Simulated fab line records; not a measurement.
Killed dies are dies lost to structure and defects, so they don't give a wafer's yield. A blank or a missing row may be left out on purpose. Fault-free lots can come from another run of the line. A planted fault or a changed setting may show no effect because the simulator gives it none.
Struck lot and sound lot, side by side / flow ritCmos / 21 steps out of a route of 202
Sound: wafers L159.1, L159.2, L159.6. Wafers struck: L164.2, L164.3, L164.5. The cause is named last.
Each step with rows lists, per side, the tool, then ch with its chambers, then its first start. Under that, the readings that differ: sound wafers / struck wafers / difference of the means / sigmas: that difference in standard deviations of wafers without a fault.
alike: a reading whose means differ by less than 2 such deviations, as well as words and numbers matching on both sides. not compared: withheld readings; readings where some wafer has no value; bounds like >300 that might hide an equal value; numbers whose values overlap and for which the record gives no deviation.
Wherever a step has rows on one side only, a row that says differs or no value, or a row with sigmas, the two part there. Numbers that don't overlap but have no deviation are shown without sigmas and don't part them. A reading missing from all wafers of one side parts the sides only when that side holds two or more wafers.

first, 4 steps without rows for these wafers: RIT_ACTIVE_CLEAN_15 (cleans in SC1, time 600 s); RIT_ACTIVE_CLEAN_16 (cleans in dHF, time 30 s); RIT_ACTIVE_CLEAN_17 (cleans in SC2, time 600 s); RIT_FOX1_OXIDATION_00 (target thk 350.7 nm, ox time 1130 s).
RIT_FOX1_THK_MEAS_01:
  struck on filmMetro-03, day 3 19:20; sound on filmMetro-03, day 2 20:32
  alike: FOX1_OXIDE_THK
then, 2 steps without rows for these wafers: RIT_FOX1_WET_ETCH_02 (etches SiO2 in BOE, target depth 350 nm, time 390 s); RIT_FOX2_OXIDATION_00 (target thk 350.7 nm, ox time 1130 s).
RIT_FOX2_THK_MEAS_01:
  struck on filmMetro-01, day 3 20:50; sound on filmMetro-03, day 2 23:00
  alike: FOX2_OXIDE_THK
then, 2 steps without rows for these wafers: RIT_FOX2_CLEAN_02 (cleans in dHF, time 180 s); RIT_FOX2_WET_ETCH_03 (etches Si3N4 in H3PO4, target depth 195 nm, time 2700 s).
RIT_FOX2_THK_MEAS_90:
  struck on filmMetro-03, day 3 21:43; sound on filmMetro-03, day 2 23:52
  alike: FIELD_OXIDE_LEFT_1_THK
then, 1 step without rows for these wafers: RIT_NWELL_HMDS_00 (prime time 60 s).
RIT_NWELL_COAT_01: resist thk 1300 nm.
  sound on lithoTrack-01 ch 0, day 3 00:05; struck on lithoTrack-01 ch 0, day 3 21:59
reading=model.NOVOLAK_of_NWELL_COAT_01.thkNm (nm); sound=1298 1299 1300; struck=1326 1324 1328; difference=+27; sigmas=
then, 4 steps without rows for these wafers: RIT_NWELL_SOFTBAKE_02 (time 60 s); RIT_NWELL_EXPOSE_03 (exposes mask M2, target cd 43900 nm); RIT_NWELL_PEB_04; RIT_NWELL_DEVELOP_05 (develop time 68 s).
RIT_NWELL_OVL_MEAS_06:
  struck on overlay-01, day 3 22:51; sound on overlay-02, day 3 00:49
  alike: NWELL_OVL
RIT_NWELL_HARDBAKE_07: time 120 s.
  sound on lithoTrack-03 ch 0, day 3 00:51; struck on lithoTrack-04 ch 0, day 3 22:55
reading=model.NOVOLAK_of_NWELL_COAT_01.thkNm (nm); sound=1136 1136 1137; struck=1159 1158 1161; difference=+23; sigmas=
next, for these wafers, 1 step has no rows: RIT_NWELL_IMPLANT_08.
RIT_M1_PROBE_99:
  struck on prober-02, day 5 16:34; sound on prober-02, day 4 14:16
  alike: killedAtFrontEnd, killedDies, killedOpen, killedShort

## WHERE THEY PART
Nowhere in this record.

WHY: whatever the simulator had introduced
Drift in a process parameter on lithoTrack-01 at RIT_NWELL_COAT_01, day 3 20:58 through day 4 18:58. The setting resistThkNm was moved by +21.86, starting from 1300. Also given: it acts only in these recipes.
